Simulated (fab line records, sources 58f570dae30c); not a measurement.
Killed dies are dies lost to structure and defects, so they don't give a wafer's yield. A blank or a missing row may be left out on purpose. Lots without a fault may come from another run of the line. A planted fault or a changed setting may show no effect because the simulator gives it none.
fab line records | flow berkeley_cmos170
record lots=14 wafers=42 last_day=12
route steps=331 shown V1@257 V2@305 M3@325
lots that met no fault: from a run of the same line without faults
start_h: hours from the record's first day to the start of the lot's first wafer shown | wait_h: hours since the lot's step before | " the same as in the row above | L1.1+2: a row that stands for several wafers | - no value, or no start given | * or withheld: withheld | < > ~ a bound
route shown NAME@n: a module of which the file shows steps, and the number in the route of the first | usual: mean/standard deviation of fault-free wafers | same: alike in all rows | chamber/n: place in a boat | sites: the reading at each site | _std_site: their standard deviation | _edge_site: outer sites' mean less inner sites' | radius_mm: how far each site lies from the wafer's centre | mask NAME#n: copy n | behind: the tool/chamber that last shaped the wafer | hold: why the lot was held/for how many hours/how that ended | device: the transistor (n, p or np) that didn't switch | end of line: the same wafers' tests at the end of the route | a step without rows: its recipe alone | killed: dies lost to structure and defects at the first sort, not the wafer's yield | map: a wafer's dies, x killed, . not, _ none there
set.NAME: the setting as run; set.NAME@STEP: as run at that earlier step | model.NAME: the simulator's own value behind a step, which no gauge read
steps of the route over a sample of lots; a table a step, a row a wafer
services: from which hour (start_h, from the record's first day; less than 0 if before it) a tool's chamber was out of use, for how many hours, and why
## steps
# step UCB170_V1_BOW_MEAS_03
# recipe mode=bow
# usual V1_BOW=19/6.5
# columns lot.wafer tool chamber start_h wait_h V1_BOW[um]
L882.1 film_metro-01 - 157.42 0.1 22
L882.3 " - " " 10
L882.4 " - " " 10
L883.1 film_metro-02 - 177.66 0.2 28
L883.4 " - " " 20
L883.6 " - " " 23
L884.4 film_metro-02 - 179.05 0.2 14
L884.5 " - " " 12
L884.6 " - " " 24
L885.1 film_metro-03 - 185.82 0.2 13
L885.3 " - " " 14
L885.5 " - " " 19
L891.1 film_metro-02 - 208.25 0.2 19
L891.3 " - " " 3
L891.4 " - " " 28
L892.2 film_metro-02 - 216.25 0.1 14
L892.3 " - " " 10
L892.5 " - " " 18
L894.3 film_metro-02 - 236.05 0.3 13
L894.5 " - " " 23
L894.6 " - " " 14
L895.3 film_metro-02 - 237.36 0.1 10
L895.5 " - " " 19
L895.6 " - " " 11
L896.2 film_metro-01 - 253.17 0.1 25
L896.5 " - " " 26
L896.6 " - " " 19
L898.1 film_metro-02 - 254.48 0.2 5
L898.2 " - " " 23
L898.6 " - " " 7
L900.1 film_metro-02 - 265.11 0.2 20
L900.3 " - " " 21
L900.6 " - " " 18
L901.2 film_metro-01 - 266.47 0.2 9
L901.3 " - " " 28
L901.6 " - " " 25
L902.1 film_metro-03 - 266.52 0.2 11
L902.2 " - " " 22
L902.6 " - " " 14
L904.1 film_metro-02 - 282.14 0.1 25
L904.2 " - " " 21
L904.6 " - " " 19
# step UCB170_V2_OVL_MEAS_13
# usual V2_OVL=-2/5.3
# columns lot.wafer tool chamber start_h wait_h V2_OVL[nm]
L882.1 overlay-01 - 164.07 0.1 10
L882.3 " - " " 0
L882.4 " - " " -1
L883.1 overlay-01 - 186.30 0.1 3
L883.4 " - " " -2
L883.6 " - " " -10
L884.4 overlay-01 - 187.06 0.1 -5
L884.5 " - " " -2
L884.6 " - " " -11
L885.1 overlay-02 - 193.13 0.1 -12
L885.3 " - " " -10
L885.5 " - " " -8
L891.1 overlay-01 - 215.51 0.1 3
L891.3 " - " " 2
L891.4 " - " " -2
L892.2 overlay-02 - 223.22 0.1 -5
L892.3 " - " " -1
L892.5 " - " " -2
L895.3 overlay-01 - 245.79 0.1 5
L895.5 " - " " -2
L895.6 " - " " -4
L894.3 overlay-01 - 246.02 0.1 -7
L894.5 " - " " -10
L894.6 " - " " -9
L896.2 overlay-02 - 261.41 0.1 -7
L896.5 " - " " -8
L896.6 " - " " -2
L898.1 overlay-02 - 262.05 0.1 -4
L898.2 " - " " -7
L898.6 " - " " -5
L900.1 overlay-02 - 272.51 0.1 -3
L900.3 " - " " 6
L900.6 " - " " 1
L901.2 overlay-01 - 273.19 0.1 14
L901.3 " - " " 3
L901.6 " - " " 9
L902.1 overlay-02 - 273.35 0.1 3
L902.2 " - " " 3
L902.6 " - " " 1
L904.1 overlay-02 - 289.58 0.1 -8
L904.2 " - " " -3
L904.6 " - " " -7
# step UCB170_V2_ETCH_14
# recipe chemistry=CHF3/CF4/Ar target=SiO2 stop_on=Al CHF3_flow_sccm=45 cf4_flow_sccm=15 Ar_flow_sccm=150 pressure_mtorr=200 rf_w=700 target_depth_a=12500 over_etch_frac=0.25 time_s=291
# usual CHF3_flow_sccm=45.00/0.14 cf4_flow_sccm=15.00/0.042 chamber_pressure_mTorr=199.99/0.19 drypump_motor_current_A=5.6/0.42 oes_product_au=0.879/0.011 run_length_s=319.3/0.43 throttle_valve_pct=7.00/0.1
# columns lot.wafer tool chamber start_h wait_h CHF3_flow_sccm cf4_flow_sccm chamber_pressure_mTorr drypump_motor_current_A oes_product_au rf_hours_counter_h run_length_s throttle_valve_pct
L882.1 rie_diel-03 2 164.11 0.0 44.92 15.04 199.98 5.3 0.871 104 319.0 7.07
L882.3 " 1 " " 44.88 15.01 199.76 5.1 0.878 4 319.5 7.05
L882.4 " 3 " " 44.92 14.96 200.15 5.8 0.881 85 319.2 7.19
L883.1 rie_diel-02 2 186.34 0.0 44.88 15.01 199.93 6.3 0.875 10 318.8 7.07
L883.4 " 0 " " 45.13 15.07 199.98 5.4 0.848 52 318.8 7.05
L883.6 " 2 " " 44.84 15.00 199.92 6.3 0.878 - 318.7 7.05
L884.4 rie_diel-01 3 187.07 0.0 44.98 15.05 199.68 5.3 0.883 13 319.5 6.95
L884.5 " 2 " " 45.14 15.00 200.20 5.5 0.888 - 319.2 6.78
L884.6 " 3 " " 44.94 14.93 200.06 5.4 0.886 - 319.7 6.95
L885.1 rie_diel-01 1 193.16 0.0 44.95 14.96 199.80 5.8 0.885 23 319.6 7.00
L885.3 " 3 " " 44.84 15.02 199.78 5.3 0.887 13 319.5 6.94
L885.5 " 1 " " 44.89 15.00 200.39 5.8 0.881 - 320.1 7.01
L891.1 rie_diel-02 0 215.55 0.0 45.12 15.09 200.06 5.4 0.845 53 319.4 7.04
L891.3 " 2 " " 45.10 15.03 199.96 6.3 0.871 12 318.8 7.06
L891.4 " 3 " " 44.90 14.95 200.12 5.2 0.860 144 318.7 6.86
L892.2 rie_diel-01 2 223.25 0.0 44.80 15.00 200.39 5.5 0.899 113 318.9 6.79
L892.3 " 0 " " 44.83 14.95 199.78 6.1 0.999 18 276.6 7.01
L892.5 " 2 " " 45.01 14.98 200.04 5.5 0.894 - 318.8 6.78
L895.3 rie_diel-03 0 245.81 0.0 44.92 15.02 199.92 6.4 0.874 113 319.0 6.98
L895.5 " 2 " " 44.98 15.00 200.01 5.3 0.876 - 318.9 7.06
L895.6 " 3 " " 45.04 14.93 200.21 5.8 0.880 - 319.8 7.21
L894.3 rie_diel-01 3 246.05 0.0 45.06 15.06 199.66 5.4 0.888 15 320.2 6.94
L894.5 " 0 " " 45.01 15.01 200.28 6.1 0.986 - 276.9 7.01
L894.6 " 3 " " 45.20 14.99 200.46 5.4 0.885 - 319.8 6.95
L896.2 rie_diel-02 3 261.44 0.0 44.79 14.97 199.80 5.2 0.874 1 318.8 6.84
L896.5 " 2 " " 45.02 14.97 200.04 6.3 0.876 - 319.4 7.05
L896.6 " 3 " " 44.74 15.06 199.99 5.2 0.873 - 318.5 6.87
L898.1 rie_diel-03 0 262.09 0.0 45.03 15.03 200.01 6.3 0.869 114 319.2 6.98
L898.2 " 1 " " 44.67 15.02 199.79 5.1 0.881 8 320.1 7.06
L898.6 " 2 " " 45.08 15.01 199.65 5.3 0.871 - 319.0 7.07
L900.1 rie_diel-03 3 272.54 0.0 45.08 15.03 200.12 5.8 0.881 90 319.1 7.19
L900.3 " 0 " " 44.90 14.99 199.80 6.4 0.866 115 318.8 6.97
L900.6 " 1 " " 45.15 14.97 199.95 5.1 0.873 - 320.0 7.07
L901.2 rie_diel-02 1 273.22 0.0 45.16 15.01 199.86 5.3 0.867 67 319.8 7.00
L901.3 " 2 " " 44.62 15.01 200.24 6.3 0.880 15 319.2 7.07
L901.6 " 1 " " 44.93 14.94 199.94 5.3 0.866 - 319.4 7.02
L902.1 rie_diel-03 0 273.39 0.0 44.95 14.97 200.02 6.3 0.860 115 319.0 6.97
L902.2 " 1 " " 45.30 15.04 200.16 5.1 0.882 9 319.4 7.06
L902.6 " 2 " " 45.23 14.99 199.82 5.3 0.876 - 319.2 7.05
L904.1 rie_diel-03 0 289.62 0.0 44.80 15.01 199.78 6.4 0.878 116 318.9 6.98
L904.2 " 3 " " 44.98 15.02 200.09 5.8 0.882 91 319.3 7.19
L904.6 " 1 " " 44.85 15.05 200.00 5.1 0.881 - 319.3 7.04
# step UCB170_V2_STRIP_15
# recipe chemistry=O2 power_w=400 pressure_mtorr=3500 platen_temp_c=withheld o2_flow_sccm=400 overash_fraction=0.5
# usual chamber_pressure_mTorr=3499.9/2.9 drypump_motor_current_A=6.1/0.37 o2_flow_sccm=400.0/1.3 oes_product_au=0.722/0.0049 strip_time_to_endpoint_s=15.35/0.12
# columns lot.wafer tool chamber start_h wait_h chamber_pressure_mTorr drypump_motor_current_A o2_flow_sccm oes_product_au rf_hours_counter_h strip_time_to_endpoint_s
L882.1 plasma_asher-01 1 164.29 0.1 3498.6 5.4 400.8 0.724 36 15.33
L882.3 " 0 " " 3500.2 6.2 398.5 0.721 - 15.39
L882.4 " 1 " " 3493.2 5.5 399.8 0.721 - 15.14
L883.1 plasma_asher-02 1 186.51 0.1 3500.0 6.2 401.5 0.721 48 15.16
L883.4 " 0 " " 3498.4 6.4 398.9 0.720 - 15.24
L883.6 " 1 " " 3499.6 6.2 399.7 0.723 - 15.26
L884.4 plasma_asher-02 0 187.28 0.1 3499.9 6.4 399.9 0.721 - 15.21
L884.5 " 1 " " 3500.1 6.1 402.3 0.722 - 15.15
L884.6 " 0 " " 3498.4 6.4 402.0 0.731 - 15.33
L885.1 plasma_asher-02 1 193.34 0.1 3504.0 6.2 401.0 0.728 49 15.26
L885.3 " 1 " " 3498.7 6.1 400.1 0.720 - 15.38
L885.5 " 1 " " 3498.5 6.1 400.1 0.728 - 15.20
L891.1 plasma_asher-02 1 215.73 0.1 3502.6 6.1 401.8 0.726 51 15.45
L891.3 " 1 " " 3503.7 6.1 401.4 0.728 - 15.28
L891.4 " 0 " " 3500.6 6.4 400.1 0.721 - 15.36
L892.2 plasma_asher-02 0 223.42 0.1 3501.7 6.4 400.2 0.720 52 15.12
L892.3 " 0 " " 3495.8 6.4 400.3 0.716 - 16.22
L892.5 " 0 " " 3501.0 6.4 400.2 0.713 - 15.15
L895.3 plasma_asher-01 1 246.02 0.1 3498.6 5.4 398.1 0.727 - 15.29
L895.5 " 0 " " 3499.3 6.2 397.7 0.719 - 15.32
L895.6 " 1 " " 3503.2 5.5 398.8 0.722 - 15.18
L894.3 plasma_asher-04 1 246.26 0.1 3499.7 5.5 399.9 0.724 - 15.31
L894.5 " 1 " " 3497.4 5.5 400.4 0.724 - 16.39
L894.6 " 0 " " 3504.4 6.4 399.9 0.730 - 15.33
L896.2 plasma_asher-04 0 261.61 0.1 3501.1 6.4 398.9 0.727 56 15.41
L896.5 " 0 " " 3497.0 6.4 398.0 0.722 - 15.30
L896.6 " 1 " " 3498.9 5.5 399.2 0.729 - 15.43
L898.1 plasma_asher-02 1 262.26 0.1 3496.2 6.1 400.8 0.722 55 15.43
L898.2 " 0 " " 3494.2 6.4 399.2 0.717 55 15.58
L898.6 " 1 " " 3504.1 6.1 400.1 0.715 - 15.42
L900.1 plasma_asher-01 1 272.72 0.1 3500.4 5.5 399.2 0.718 48 15.20
L900.3 " 0 " " 3496.5 6.2 399.9 0.721 - 15.24
L900.6 " 1 " " 3500.0 5.5 399.5 0.715 - 15.39
L901.2 plasma_asher-01 0 273.39 0.1 3497.4 6.2 400.2 0.716 48 15.59
L901.3 " 1 " " 3498.5 5.5 400.0 0.720 - 15.44
L901.6 " 1 " " 3498.8 5.5 399.3 0.716 - 15.60
L902.1 plasma_asher-02 0 273.56 0.1 3496.1 6.4 399.5 0.727 57 15.29
L902.2 " 1 " " 3496.0 6.1 401.9 0.724 57 15.40
L902.6 " 1 " " 3505.3 6.1 401.0 0.724 - 15.34
L904.1 plasma_asher-01 1 289.80 0.1 3498.2 5.5 402.9 0.722 49 15.48
L904.2 " 0 " " 3499.1 6.2 401.9 0.720 49 15.27
L904.6 " 0 " " 3495.3 6.2 401.2 0.723 - 15.49
# step UCB170_M3_OVL_MEAS_16
# usual M3_OVL=6/6.2
# columns lot.wafer tool chamber start_h wait_h M3_OVL[nm]
L882.1 overlay-02 - 166.78 0.1 8
L882.3 " - " " 7
L882.4 " - " " 2
L883.1 overlay-02 - 189.34 0.1 6
L883.4 " - " " 11
L883.6 " - " " 9
L884.4 overlay-02 - 189.65 0.1 8
L884.5 " - " " 7
L884.6 " - " " 7
L885.1 overlay-01 - 196.69 0.1 9
L885.3 " - " " 11
L885.5 " - " " 7
L891.1 overlay-02 - 218.49 0.1 12
L891.3 " - " " 10
L891.4 " - " " 7
L892.2 overlay-01 - 225.97 0.1 18
L892.3 " - " " 15
L892.5 " - " " 14
L895.3 overlay-01 - 248.43 0.1 8
L895.5 " - " " 2
L895.6 " - " " 14
L894.3 overlay-01 - 249.20 0.1 13
L894.5 " - " " 14
L894.6 " - " " 7
L896.2 overlay-02 - 264.06 0.1 -4
L896.5 " - " " 8
L896.6 " - " " 3
L898.1 overlay-01 - 264.59 0.1 16
L898.2 " - " " 5
L898.6 " - " " 7
L900.1 overlay-01 - 275.15 0.1 3
L900.3 " - " " 13
L900.6 " - " " 3
L901.2 overlay-01 - 275.66 0.1 12
L901.3 " - " " -6
L901.6 " - " " 7
L902.1 overlay-01 - 276.71 0.1 14
L902.2 " - " " 9
L902.6 " - " " 5
L904.1 overlay-02 - 292.38 0.1 0
L904.2 " - " " 1
L904.6 " - " " 8
## services
# columns tool chamber start_h hours kind
rie_diel-01 3 156.14 8.5 repair
rie_diel-02 1 159.69 6.0 repair
rie_diel-01 2 201.66 5.5 repair
rie_diel-01 0 215.21 3.0 repair
rie_diel-02 3 218.51 - clean
rie_diel-02 3 218.51 24.3 scheduled_down
rie_diel-02 3 218.51 24.3 vent_cycle
rie_diel-03 0 231.49 7.6 repair
plasma_asher-02 - 236.25 7.7 repair
rie_diel-02 0 267.23 6.8 repair
rie_diel-03 2 268.78 4.2 repair
rie_diel-03 - 275.42 0.5 repair
rie_diel-02 0 278.82 3.6 repair
## key
first_sign step=UCB170_V2_ETCH_14 reading=run_length_s direction=down sigmas=99 usual=* struck=*
effect step=UCB170_V2_ETCH_14 reading=oes_product_au direction=up sigmas=10 usual=0.879 struck=0.992
effect step=UCB170_V2_STRIP_15 reading=strip_time_to_endpoint_s direction=up sigmas=7.9 usual=* struck=*
met_at UCB170_V2_ETCH_14
struck_lots L892,L894
struck_wafers L892.3,L894.5
sort_left_out L892.3,L894.5
not_acting_at UCB170_V1_BOW_MEAS_03,UCB170_V2_OVL_MEAS_13,UCB170_M3_OVL_MEAS_16
fault kind=process_parameter_drift tool=rie_diel-01 chamber=0 onset_h=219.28 steps=UCB170_V2_ETCH_14 channel=time_s offset=* shape=step end_h=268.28 acts_in=* stated=*
# sort_left_out: the simulated sort isn't trusted on such a fault, so these wafers' sort isn't shown, and their yield isn't known
